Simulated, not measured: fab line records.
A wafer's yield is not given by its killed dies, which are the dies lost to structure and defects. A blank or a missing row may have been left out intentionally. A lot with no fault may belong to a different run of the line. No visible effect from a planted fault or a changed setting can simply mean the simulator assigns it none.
fab line records ; flow berkeley-cmos170
record lots=14; wafers=42; last-day=12
route steps=331 shown NWELL@19 M1@250
lots untouched by any fault: they come from a run of this same line in which no faults occurred
start-h: the number of hours between the record's first day and the start of the first shown wafer of the lot ; wait-h: how many hours have passed since the lot's step before this one ; " repeats the value in the row above ; L1.1+2: a row that stands for several wafers ; - no value, or no start was given ; * or withheld: withheld ; < > ~ a bound
route shown NAME@n: NAME is a module with steps in the file, n the number in the route of the first one ; usual: mean and standard deviation over wafers with no fault ; same: alike in all rows ; chamber/n: place in a boat ; sites: the reading at each site ; _std_site: how widely they spread, as a standard deviation ; _edge_site: the outer-site mean with the inner-site mean subtracted ; radius-mm: for every site, how far away it sits from the centre of the wafer ; mask NAME#n: copy n ; behind: tool/chamber where the wafer was last shaped ; hold: the reason the lot was held/the length of the hold in hours/how it ended ; device: whichever transistor did not switch (one of n, p or np) ; end of line: tests run on the same wafers once the route is complete ; step lacking rows: just its recipe ; killed: at the first sort, the dies lost to defects and structure; wafer yield is something else ; map: a wafer's dies, marking killed ones x, the rest . and places with no die _
set.NAME: the setting the step ran with; set.NAME@STEP: the setting that earlier step ran with ; model.NAME: the simulator's own value behind a step, which no gauge read
the route's steps for a sample of lots (tables are steps, rows are wafers)
services: when a tool's chamber went out of use (start-h, in hours from the record's first day, below 0 if earlier), for how many hours, and the reason
## steps
# step UCB170_NWELL_THK_MEAS_05
# recipe reads=Si3N4_of_NWELL_CVD_04
# usual NWELL_NITRIDE_THK=224.1/1.7
lot.wafer;tool;chamber;start-h;wait-h;NWELL_NITRIDE_THK[nm]
L293.2;film-metro-01;-;37.15;0.0;222.7
L293.5;film-metro-01;-;37.15;0.0;222.4
L293.6;film-metro-01;-;37.15;0.0;223.2
L296.2;film-metro-01;-;46.36;0.0;226.5
L296.3;film-metro-01;-;46.36;0.0;225.6
L296.5;film-metro-01;-;46.36;0.0;226.7
L297.1;film-metro-01;-;53.49;0.0;224.5
L297.2;film-metro-01;-;53.49;0.0;224.3
L297.4;film-metro-01;-;53.49;0.0;223.7
L299.2;film-metro-03;-;61.69;0.0;225.1
L299.3;film-metro-03;-;61.69;0.0;222.8
L299.5;film-metro-03;-;61.69;0.0;224.6
L304.1;film-metro-01;-;93.88;0.0;223.4
L304.3;film-metro-01;-;93.88;0.0;225.2
L304.5;film-metro-01;-;93.88;0.0;222.6
L305.2;film-metro-02;-;93.89;0.0;225.9
L305.4;film-metro-02;-;93.89;0.0;223.9
L305.5;film-metro-02;-;93.89;0.0;224.2
L306.1;film-metro-02;-;98.31;0.0;221.7
L306.3;film-metro-02;-;98.31;0.0;222.0
L306.6;film-metro-02;-;98.31;0.0;221.7
L307.1;film-metro-02;-;103.64;0.0;227.0
L307.2;film-metro-02;-;103.64;0.0;227.6
L307.3;film-metro-02;-;103.64;0.0;226.3
L308.1;film-metro-01;-;103.64;0.0;221.9
L308.4;film-metro-01;-;103.64;0.0;223.5
L308.5;film-metro-01;-;103.64;0.0;222.6
L309.2;film-metro-02;-;107.71;0.0;225.7
L309.5;film-metro-02;-;107.71;0.0;223.2
L309.6;film-metro-02;-;107.71;0.0;223.2
L310.3;film-metro-02;-;115.54;0.0;226.5
L310.4;film-metro-02;-;115.54;0.0;226.6
L310.6;film-metro-02;-;115.54;0.0;227.1
L311.4;film-metro-02;-;119.80;0.0;224.8
L311.5;film-metro-02;-;119.80;0.0;225.9
L311.6;film-metro-02;-;119.80;0.0;225.8
L313.1;film-metro-02;-;127.47;0.0;223.0
L313.3;film-metro-02;-;127.47;0.0;222.8
L313.5;film-metro-02;-;127.47;0.0;222.4
L314.2;film-metro-02;-;130.40;0.0;224.4
L314.4;film-metro-02;-;130.40;0.0;226.4
L314.5;film-metro-02;-;130.40;0.0;225.1
# step UCB170_NWELL_OVL_MEAS_12
# usual NWELL_OVL=1/4.9
lot.wafer;tool;chamber;start-h;wait-h;NWELL_OVL[nm]
L293.2;overlay-02;-;38.20;-;5
L293.5;overlay-02;-;38.20;-;1
L293.6;overlay-02;-;38.20;-;0
L296.2;overlay-02;-;47.62;-;-1
L296.3;overlay-02;-;47.62;-;-6
L296.5;overlay-02;-;47.62;-;2
L297.1;overlay-02;-;54.60;-;0
L297.2;overlay-02;-;54.60;-;1
L297.4;overlay-02;-;54.60;-;-3
L299.2;overlay-02;-;63.34;-;-8
L299.3;overlay-02;-;63.34;-;-2
L299.5;overlay-02;-;63.34;-;-1
L304.1;overlay-02;-;94.90;-;-2
L304.3;overlay-02;-;94.90;-;2
L304.5;overlay-02;-;94.90;-;-2
L305.2;overlay-01;-;95.15;-;-2
L305.4;overlay-01;-;95.15;-;-4
L305.5;overlay-01;-;95.15;-;-2
L306.1;overlay-01;-;99.49;-;-3
L306.3;overlay-01;-;99.49;-;1
L306.6;overlay-01;-;99.49;-;-9
L308.1;overlay-02;-;104.69;-;0
L308.4;overlay-02;-;104.69;-;6
L308.5;overlay-02;-;104.69;-;7
L307.1;overlay-01;-;105.15;-;5
L307.2;overlay-01;-;105.15;-;0
L307.3;overlay-01;-;105.15;-;6
L309.2;overlay-02;-;108.61;-;-9
L309.5;overlay-02;-;108.61;-;-11
L309.6;overlay-02;-;108.61;-;-13
L310.3;overlay-02;-;116.92;-;3
L310.4;overlay-02;-;116.92;-;0
L310.6;overlay-02;-;116.92;-;1
L311.4;overlay-01;-;120.81;-;8
L311.5;overlay-01;-;120.81;-;4
L311.6;overlay-01;-;120.81;-;1
L313.1;overlay-01;-;128.61;-;-6
L313.3;overlay-01;-;128.61;-;-2
L313.5;overlay-01;-;128.61;-;-1
L314.2;overlay-02;-;131.33;-;4
L314.4;overlay-02;-;131.33;-;1
L314.5;overlay-02;-;131.33;-;0
# step UCB170_M1_METAL_ETCH_12
# recipe chemistry=Cl2/BCl3; target=Al; stop-on=PSG; pressure-mtorr=12; target-depth-a=7800; over-etch-frac=0.3; time-s=130; icp-w=600; bias-w=120; Cl2_flow_sccm=90; bcl3-flow-sccm=45
# usual bias-w=119.9/0.36; drypump-motor-current-A=5.6/0.39; oes-product-au=0.846/0.012; throttle-valve-pct=24.44/0.15
lot.wafer;tool;chamber;start-h;wait-h;bias-w;drypump-motor-current-A;oes-product-au;rf-hours-counter-h;throttle-valve-pct
L296.2;rie-metal-01;1;168.30;-;119.9;4.8;0.851;6;24.60
L296.3;rie-metal-01;1;168.30;-;119.9;4.8;0.840;-;24.62
L296.5;rie-metal-01;0;168.30;-;119.8;6.2;0.853;-;24.33
L293.2;rie-metal-02;1;168.66;-;120.1;5.7;0.842;8;24.54
L293.5;rie-metal-02;1;168.66;-;119.6;5.7;0.849;-;24.51
L293.6;rie-metal-02;0;168.66;-;119.8;5.8;0.859;-;24.35
L297.1;rie-metal-03;1;178.07;-;119.5;5.4;0.856;6;24.57
L297.2;rie-metal-03;0;178.07;-;120.0;5.4;0.851;14;24.17
L297.4;rie-metal-03;1;178.07;-;119.8;5.4;0.856;-;24.57
L299.2;rie-metal-02;1;189.56;-;120.0;5.6;0.833;9;24.54
L299.3;rie-metal-02;1;189.56;-;119.8;5.6;0.830;-;24.54
L299.5;rie-metal-02;1;189.56;-;119.9;5.7;0.829;-;24.54
L304.1;rie-metal-03;1;210.71;-;119.6;5.4;0.868;7;24.57
L304.3;rie-metal-03;1;210.71;-;119.4;5.4;0.856;-;24.57
L304.5;rie-metal-03;1;210.71;-;119.7;5.4;0.856;-;24.56
L306.1;rie-metal-02;1;225.57;-;120.2;5.7;0.831;10;24.55
L306.3;rie-metal-02;0;225.57;-;162.3;5.8;0.841;-;24.35
L306.6;rie-metal-02;0;225.57;-;162.2;5.7;0.858;-;24.33
L309.2;rie-metal-01;0;226.05;-;119.7;6.2;0.841;1;24.41
L309.5;rie-metal-01;0;226.05;-;119.5;6.2;0.842;-;24.43
L309.6;rie-metal-01;1;226.05;-;119.8;4.8;0.826;-;24.63
L308.1;rie-metal-03;1;226.29;-;120.0;5.4;0.854;7;24.57
L308.4;rie-metal-03;1;226.29;-;120.2;5.4;0.863;-;24.56
L308.5;rie-metal-03;0;226.29;-;119.6;5.4;0.829;-;24.18
L305.2;rie-metal-01;1;231.07;-;120.1;4.8;0.842;8;24.61
L305.4;rie-metal-01;1;231.07;-;120.3;4.8;0.843;-;24.60
L305.5;rie-metal-01;0;231.07;-;120.2;6.2;0.839;-;24.43
L307.1;rie-metal-02;0;231.43;-;162.2;5.8;0.859;2;24.34
L307.2;rie-metal-02;1;231.43;-;119.9;5.6;0.840;10;24.53
L307.3;rie-metal-02;1;231.43;-;120.0;5.6;0.851;-;24.51
L310.3;rie-metal-03;1;232.49;-;119.9;5.4;0.878;-;24.56
L310.4;rie-metal-03;0;232.49;-;119.7;5.5;0.843;-;24.17
L310.6;rie-metal-03;0;232.49;-;119.8;5.4;0.834;-;24.18
L311.4;rie-metal-01;0;256.73;-;119.3;6.2;0.825;-;24.43
L311.5;rie-metal-01;0;256.73;-;120.0;6.2;0.854;-;24.41
L311.6;rie-metal-01;1;256.73;-;120.3;4.8;0.830;-;24.63
L314.2;rie-metal-03;0;258.68;-;119.7;5.5;0.833;17;24.19
L314.4;rie-metal-03;0;258.68;-;119.9;5.5;0.834;-;24.19
L314.5;rie-metal-03;1;258.68;-;119.7;5.4;0.857;-;24.56
L313.1;rie-metal-01;1;259.31;-;120.0;4.8;0.854;9;24.60
L313.3;rie-metal-01;0;259.31;-;120.2;6.2;0.844;-;24.42
L313.5;rie-metal-01;1;259.31;-;119.2;4.8;0.837;-;24.60
## services
tool;chamber;start-h;hours;kind
rie-metal-01;0;172.36;7.9;repair
rie-metal-03;1;178.47;8.0;repair
rie-metal-01;0;180.29;-;clean
rie-metal-01;0;180.29;14.1;scheduled-down
rie-metal-01;0;180.29;14.1;vent-cycle
## key
first-sign step=UCB170_M1_METAL_ETCH_12; reading=bias-w; direction=up; sigmas=99+; usual=119.9; struck=162.2
effect none on later readings
met-at UCB170_M1_METAL_ETCH_12
struck-lots L306,L307
struck-wafers L306.3,L306.6,L307.1
not-acting-at UCB170_NWELL_THK_MEAS_05,UCB170_NWELL_OVL_MEAS_12
onset-between 168.66 225.57
fault kind=process-parameter-drift; tool=rie-metal-02; chamber=0; onset-h=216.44; steps=UCB170_M1_METAL_ETCH_12; channel=bias-w; offset=42; shape=step; end-h=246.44; acts-in=these-recipes-only; stated=120
